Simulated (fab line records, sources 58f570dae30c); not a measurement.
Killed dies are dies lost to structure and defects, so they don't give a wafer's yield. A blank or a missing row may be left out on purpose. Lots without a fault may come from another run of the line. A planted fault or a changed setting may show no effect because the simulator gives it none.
fab line records | flow berkeley_cmos170
record lots=13 wafers=39 last_day=11
route steps=331 shown ACTIVE@74 PFIELD@82 CONTACT@224 V2@292
lots that met no fault: from a run of the same line without faults
start_h: hours from the record's first day to the start of the lot's first wafer shown | wait_h: hours since the lot's step before | " the same as in the row above | L1.1+2: a row that stands for several wafers | - no value, or no start given | * or withheld: withheld | < > ~ a bound
route shown NAME@n: a module of which the file shows steps, and the number in the route of the first | usual: mean/standard deviation of fault-free wafers | same: alike in all rows | chamber/n: place in a boat | sites: the reading at each site | _std_site: their standard deviation | _edge_site: outer sites' mean less inner sites' | radius_mm: how far each site lies from the wafer's centre | mask NAME#n: copy n | behind: the tool/chamber that last shaped the wafer | hold: why the lot was held/for how many hours/how that ended | device: the transistor (n, p or np) that didn't switch | end of line: the same wafers' tests at the end of the route | a step without rows: its recipe alone | killed: dies lost to structure and defects at the first sort, not the wafer's yield | map: a wafer's dies, x killed, . not, _ none there
set.NAME: the setting as run; set.NAME@STEP: as run at that earlier step | model.NAME: the simulator's own value behind a step, which no gauge read
steps of the route over a sample of lots; a table a step, a row a wafer
services: from which hour (start_h, from the record's first day; less than 0 if before it) a tool's chamber was out of use, for how many hours, and why
## steps
# step UCB170_ACTIVE_OVL_MEAS_14
# usual ACTIVE_OVL=3/6
# columns lot.wafer tool chamber start_h wait_h ACTIVE_OVL[nm]
L808.2 overlay-01 - 84.15 0.1 7
L808.3 " - " " 3
L808.4 " - " " 11
L809.1 overlay-02 - 84.45 0.1 3
L809.3 " - " " -2
L809.6 " - " " 7
L813.1 overlay-02 - 109.50 0.1 0
L813.5 " - " " 7
L813.6 " - " " 4
L814.2 overlay-02 - 110.05 0.1 -13
L814.3 " - " " 2
L814.4 " - " " -3
L812.2 overlay-02 - 110.23 0.1 5
L812.3 " - " " -4
L812.6 " - " " -1
L811.2 overlay-02 - 110.32 0.1 -2
L811.4 " - " " -2
L811.6 " - " " 2
L817.1 overlay-02 - 116.85 0.1 -6
L817.5 " - " " 3
L817.6 " - " " 5
L818.1 overlay-01 - 131.46 0.1 4
L818.4 " - " " 12
L818.6 " - " " 11
L819.1 overlay-02 - 131.71 0.1 1
L819.4 " - " " 5
L819.5 " - " " 6
L829.2 overlay-01 - 178.13 0.1 10
L829.4 " - " " 15
L829.6 " - " " 13
L830.4 overlay-01 - 178.54 0.1 -3
L830.5 " - " " 1
L830.6 " - " " -3
L828.3 overlay-01 - 179.14 0.1 12
L828.4 " - " " 7
L828.6 " - " " 7
L831.1 overlay-02 - 184.55 0.1 -11
L831.3 " - " " -9
L831.4 " - " " -3
# step UCB170_PFIELD_EXPOSE_03
# recipe mask_id=PFIELD na=0.5 sigma_outer=0.6 source_shape=conventional target_cd_nm=1500 dose_mj=30
# usual focus_offset_nm=-0.1/0.54
# columns lot.wafer tool chamber start_h wait_h mask focus_offset_nm
L808.2 krf_scanner-01 0 85.33 0.1 PFIELD#0 0.3
L808.3 " 0 " " PFIELD#0 0.3
L808.4 " 0 " " PFIELD#0 0.5
L809.1 krf_scanner-02 0 85.61 0.2 PFIELD#0 -0.2
L809.3 " 0 " " PFIELD#0 0.8
L809.6 " 0 " " PFIELD#0 0.5
L813.1 krf_scanner-01 0 110.95 0.2 PFIELD#0 -0.2
L813.5 " 0 " " PFIELD#0 -0.5
L813.6 " 0 " " PFIELD#0 0.0
L814.2 krf_scanner-01 0 111.30 0.1 PFIELD#0 -0.4
L814.3 " 0 " " PFIELD#0 -0.1
L814.4 " 0 " " PFIELD#0 0.0
L811.2 krf_scanner-02 0 112.03 0.2 PFIELD#0 -0.6
L811.4 " 0 " " PFIELD#0 -0.4
L811.6 " 0 " " PFIELD#0 -0.8
L812.2 krf_scanner-01 0 112.27 0.4 PFIELD#0 -0.3
L812.3 " 0 " " PFIELD#0 0.5
L812.6 " 0 " " PFIELD#0 -0.1
L817.1 krf_scanner-01 0 120.50 0.3 PFIELD#0 -0.1
L817.5 " 0 " " PFIELD#0 -0.2
L817.6 " 0 " " PFIELD#0 0.0
L818.1 krf_scanner-01 0 136.30 0.1 NWELL#0 -0.7
L818.4 " 0 " " NWELL#0 0.0
L818.6 " 0 " " NWELL#0 0.1
L819.1 krf_scanner-02 0 136.64 0.2 PFIELD#0 0.1
L819.4 " 0 " " PFIELD#0 -0.3
L819.5 " 0 " " PFIELD#0 -0.7
L829.2 krf_scanner-02 0 179.92 0.1 PFIELD#0 0.2
L829.4 " 0 " " PFIELD#0 -0.7
L829.6 " 0 " " PFIELD#0 0.3
L830.4 krf_scanner-02 0 180.41 0.1 PFIELD#0 -1.1
L830.5 " 0 " " PFIELD#0 0.1
L830.6 " 0 " " PFIELD#0 -0.5
L828.3 krf_scanner-01 0 181.28 0.3 PFIELD#0 -1.2
L828.4 " 0 " " PFIELD#0 -0.1
L828.6 " 0 " " PFIELD#0 -0.5
L831.1 krf_scanner-02 0 188.18 0.3 PFIELD#0 0.2
L831.3 " 0 " " PFIELD#0 -0.1
L831.4 " 0 " " PFIELD#0 -0.5
# step UCB170_PFIELD_OVL_MEAS_06
# usual PFIELD_OVL=4/5.9
# columns lot.wafer tool chamber start_h wait_h PFIELD_OVL[nm]
L808.2 overlay-02 - 85.71 - 8
L808.3 " - " " 15
L808.4 " - " " 14
L809.1 overlay-01 - 86.01 - 1
L809.3 " - " " -3
L809.6 " - " " -5
L813.1 overlay-02 - 111.55 - 3
L813.5 " - " " -4
L813.6 " - " " 12
L814.2 overlay-02 - 112.17 - 4
L814.3 " - " " 7
L814.4 " - " " 3
L811.2 overlay-02 - 113.01 - -6
L811.4 " - " " 0
L811.6 " - " " -10
L812.2 overlay-02 - 113.17 - 11
L812.3 " - " " 9
L812.6 " - " " 12
L817.1 overlay-02 - 120.90 - 5
L817.5 " - " " 6
L817.6 " - " " 6
L818.1 overlay-01 - 136.94 - -
L818.4 " - " " -
L818.6 " - " " -
L819.1 overlay-01 - 137.07 - 0
L819.4 " - " " 2
L819.5 " - " " 4
L829.2 overlay-02 - 181.09 - 6
L829.4 " - " " 8
L829.6 " - " " 10
L830.4 overlay-01 - 181.57 - -7
L830.5 " - " " 0
L830.6 " - " " -2
L828.3 overlay-02 - 182.58 - 8
L828.4 " - " " 21
L828.6 " - " " 12
L831.1 overlay-01 - 188.98 - 3
L831.3 " - " " 1
L831.4 " - " " 5
# step UCB170_PFIELD_TW_MEAS_09
# usual PFIELD_TW=599/4.9
# columns lot.wafer tool chamber start_h wait_h PFIELD_TW
L808.2 film_metro-03 - 86.00 0.1 595
L808.3 " - " " 593
L808.4 " - " " 596
L809.1 film_metro-03 - 86.29 0.1 595
L809.3 " - " " 592
L809.6 " - " " 595
L813.1 film_metro-01 - 111.84 0.1 596
L813.5 " - " " 601
L813.6 " - " " 597
L814.2 film_metro-03 - 112.46 0.1 596
L814.3 " - " " 594
L814.4 " - " " 599
L811.2 film_metro-02 - 113.30 0.1 610
L811.4 " - " " 611
L811.6 " - " " 611
L812.2 film_metro-03 - 113.46 0.1 599
L812.3 " - " " 599
L812.6 " - " " 597
L817.1 film_metro-03 - 121.19 0.1 599
L817.5 " - " " 603
L817.6 " - " " 600
L818.1 film_metro-02 - 137.22 0.1 30
L818.4 " - " " 30
L818.6 " - " " 30
L819.1 film_metro-03 - 137.37 0.1 604
L819.4 " - " " 603
L819.5 " - " " 599
L829.2 film_metro-03 - 181.38 0.1 594
L829.4 " - " " 596
L829.6 " - " " 596
L830.4 film_metro-03 - 181.87 0.1 598
L830.5 " - " " 594
L830.6 " - " " 590
L828.3 film_metro-03 - 182.87 0.1 599
L828.4 " - " " 594
L828.6 " - " " 594
L831.1 film_metro-03 - 189.27 0.1 592
L831.3 " - " " 592
L831.4 " - " " 595
# step UCB170_CONTACT_RTA_08
# recipe temp_c=900 time_s=10 ambient=N2
# usual lamp_power_pct=25.6/2 wafer_temp_C_max=905.4/1.7
# columns lot.wafer tool chamber start_h wait_h lamp_power_pct wafer_temp_C_max
L809.1 rtp_anneal-01 0 159.44 0.0 23.7 905.3
L809.3 " 0 " " 23.8 905.1
L809.6 " 0 " " 23.7 906.6
L808.2 rtp_anneal-02 0 159.52 0.1 27.9 905.0
L808.3 " 0 " " 27.8 904.6
L808.4 " 0 " " 27.8 904.3
L812.2 rtp_anneal-01 0 169.19 0.0 23.7 905.6
L812.3 " 0 " " 23.7 906.9
L812.6 " 0 " " 23.7 906.7
L814.2 rtp_anneal-02 0 170.88 0.0 27.8 904.7
L814.3 " 0 " " 27.8 904.2
L814.4 " 0 " " 27.8 902.4
L811.2 rtp_anneal-01 0 171.09 0.0 23.8 906.3
L811.4 " 0 " " 23.7 906.4
L811.6 " 0 " " 23.7 907.7
L813.1 rtp_anneal-02 0 173.20 0.0 27.9 903.7
L813.5 " 0 " " 27.8 903.4
L813.6 " 0 " " 27.8 904.3
L817.1 rtp_anneal-01 0 179.04 0.0 23.7 909.1
L817.5 " 0 " " 23.8 907.7
L817.6 " 0 " " 23.7 907.2
L818.1 rtp_anneal-02 0 194.84 0.0 27.8 905.2
L818.4 " 0 " " 27.8 903.8
L818.6 " 0 " " 27.8 903.6
L819.1 rtp_anneal-01 0 195.18 0.0 23.8 907.3
L819.4 " 0 " " 23.8 909.0
L819.5 " 0 " " 23.8 904.8
L829.2 rtp_anneal-01 0 245.05 0.0 23.8 904.7
L829.4 " 0 " " 23.7 905.5
L829.6 " 0 " " 23.7 905.6
L828.3 rtp_anneal-02 0 245.13 0.1 27.9 902.8
L828.4 " 0 " " 27.9 904.4
L828.6 " 0 " " 27.8 903.0
L830.4 rtp_anneal-01 0 245.60 0.0 23.8 906.5
L830.5 " 0 " " 23.8 905.0
L830.6 " 0 " " 23.7 906.3
L831.1 rtp_anneal-01 0 252.73 0.0 23.7 905.5
L831.3 " 0 " " 23.7 905.0
L831.4 " 0 " " 23.7 906.8
# step UCB170_V2_CVD_00
# recipe material=SiO2 target_thk_nm=2000 temp_c=390 precursor=TEOS/O2 time_s=250 rf_w=550 pressure_mtorr=9000
# usual heater_power_w=244/46
# columns lot.wafer tool chamber start_h wait_h heater_power_w
L809.1 pecvd-04 0 173.18 0.1 276
L809.3 " 1 " " 208
L809.6 " 1 " " 256
L808.2 pecvd-01 1 173.74 0.1 313
L808.3 " 0 " " 205
L808.4 " 2 " " 252
L812.2 pecvd-01 1 185.50 0.1 271
L812.3 " 0 " " 274
L812.6 " 2 " " 335
L814.2 pecvd-04 1 185.67 0.1 202
L814.3 " 0 " " 300
L814.4 " 2 " " 287
L811.2 pecvd-02 0 186.11 0.1 242
L811.4 " 2 " " 201
L811.6 " 1 " " 171
L813.1 pecvd-01 1 187.18 0.1 310
L813.5 " 2 " " 266
L813.6 " 0 " " 188
L817.1 pecvd-02 0 196.29 0.1 214
L817.5 " 2 " " 293
L817.6 " 0 " " 278
L818.1 pecvd-01 1 208.95 0.1 315
L818.4 " 0 " " 181
L818.6 " 2 " " 268
L819.1 pecvd-02 1 209.46 0.1 218
L819.4 " 1 " " 166
L819.5 " 2 " " 280
L829.2 pecvd-02 0 259.92 0.1 266
L829.4 " 0 " " 201
L829.6 " 2 " " 195
L830.4 pecvd-04 0 260.84 0.1 203
L830.5 " 1 " " 178
L830.6 " 2 " " 204
L828.3 pecvd-01 0 261.00 0.1 238
L828.4 " 0 " " 184
L828.6 " 1 " " 318
L831.1 pecvd-04 0 269.46 0.1 280
L831.3 " 2 " " 273
L831.4 " 2 " " 201
## services
# columns tool chamber start_h hours kind
krf_scanner-01 - 65.08 1.3 pm
pecvd-04 - 66.37 1.0 repair
krf_scanner-02 - 67.42 1.3 pm
krf_scanner-01 - 94.03 0.8 pm
pecvd-01 - 101.38 1.7 repair
krf_scanner-01 - 102.25 1.0 pm
krf_scanner-02 - 106.63 1.0 pm
pecvd-04 - 119.38 0.8 repair
pecvd-02 2 132.02 13.6 repair
pecvd-01 - 135.50 14.0 pm
krf_scanner-01 - 141.52 0.8 repair
pecvd-04 0 151.83 5.0 repair
pecvd-02 1 175.72 2.5 repair
krf_scanner-02 - 183.70 0.8 pm
krf_scanner-02 - 193.13 2.4 repair
krf_scanner-02 - 214.13 0.5 repair
pecvd-01 0 227.09 3.9 repair
krf_scanner-01 - 229.29 0.8 pm
pecvd-04 - 234.66 1.1 repair
krf_scanner-01 - 241.00 1.3 pm
pecvd-04 1 241.15 8.3 repair
pecvd-02 - 242.50 14.0 pm
krf_scanner-02 - 243.32 1.3 pm
krf_scanner-01 - 262.79 0.8 pm
## key
first_sign step=UCB170_PFIELD_EXPOSE_03 reading=mask direction=changed
effect step=UCB170_PFIELD_OVL_MEAS_06 reading=PFIELD_OVL direction=missing
effect step=UCB170_PFIELD_TW_MEAS_09 reading=PFIELD_TW direction=down sigmas=99+ usual=599 struck=30
met_at UCB170_PFIELD_EXPOSE_03
struck_lots L818
sort_left_out L818.1,L818.4,L818.6
tester_left_out L818
not_acting_at UCB170_ACTIVE_OVL_MEAS_14,UCB170_CONTACT_RTA_08,UCB170_V2_CVD_00
onset_between 120.50 136.30
fault kind=wrong_mask tool=any chamber=- onset_h=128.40 steps=UCB170_PFIELD_EXPOSE_03 aux_copy=NWELL#0 scope=struck_lots_only
# tester_left_out: of these lots the tester's yield and bins aren't shown, on N5 and GAA mostly nor the transistor test; their killed dies are dies lost to structure and defects alone, not to doping, threshold or leakage, so they don't give the yield
# sort_left_out: the simulated sort isn't trusted on such a fault, so these wafers' sort isn't shown, and their yield isn't known
